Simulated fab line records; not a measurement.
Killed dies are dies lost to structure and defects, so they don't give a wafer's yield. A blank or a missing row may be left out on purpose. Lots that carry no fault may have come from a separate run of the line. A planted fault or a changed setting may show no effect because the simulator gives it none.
Matching of chambers -- flow rit-cmos -- RIT_SPACER_ETCHBACK_05 on rie-diel-01: 4 sister chambers
The step etches Si3N4 in SF6/CHF3, stops on SiO2, target depth 250 nm, time 240 s. 16 wafers are shown with their chamber, then 8 later ones without.

## WAFERS, EACH WITH ITS CHAMBER
wafer,chamber,drypump-motor-current-A (A),throttle-valve-pct (%),oes-product-au (a.u.)
L916.1,1,6.6,10.26,0.822
L916.2,2,5.2,10.33,0.819
L916.5,2,5.2,10.34,0.814
L917.2,1,6.6,10.27,0.827
L917.5,0,5.2,10.08,0.861
L917.6,1,6.7,10.26,0.835
L919.1,1,6.7,10.26,0.846
L919.5,3,6.5,10.15,0.883
L919.6,2,5.2,10.35,0.831
L925.1,3,6.4,10.15,0.887
L925.2,0,5.2,10.07,0.866
L925.4,1,6.6,10.25,0.834
L926.1,3,6.4,10.15,0.863
L926.4,1,6.7,10.24,0.838
L926.6,0,5.2,10.08,0.848
L928.1,2,5.2,10.32,0.782

SIGNATURES, as means of the wafers listed above
reading,chamber 0,chamber 1,chamber 2,chamber 3,scatter within a chamber
drypump-motor-current-A,5.200,6.650,5.200,6.433,0.0425
throttle-valve-pct,10.0767,10.2567,10.3350,10.1500,0.00957
oes-product-au,0.85833,0.83367,0.81150,0.87767,0.0134
Rule: for each reading, subtract the chamber's mean from the wafer's reading, divide by that reading's scatter and square the result; add these up over the readings and take the root, which gives the wafer's distance from the chamber. If the next closest chamber is less than 2 further off than the closest, the wafer can't be placed; otherwise it belongs to the closest. The scatter: the root of (the sum of the squares of (reading less its chamber's mean) over the shown wafers, divided by (wafers less chambers)).

## WAFERS MISSING THEIR CHAMBER
wafer,drypump-motor-current-A (A),throttle-valve-pct (%),oes-product-au (a.u.)
L928.2,6.7,10.26,0.801
L928.4,6.4,10.16,0.835
L930.2,6.5,10.13,0.822
L930.3,6.7,10.24,0.786
L930.4,6.7,10.24,0.791
L933.2,6.4,10.15,0.865
L933.3,6.6,10.28,0.837
L933.5,5.2,10.11,0.844

## THE CHAMBER EACH PASSED THROUGH
wafer,from the rows above,in truth
L928.2,1,1
L928.4,3,3
L930.2,3,3
L930.3,1,1
L930.4,1,1
L933.2,3,3
L933.3,1,1
L933.5,0,0
Correct placement for 8 of the 8. Number that these rows cannot place: 0. Placed wrongly: 0.
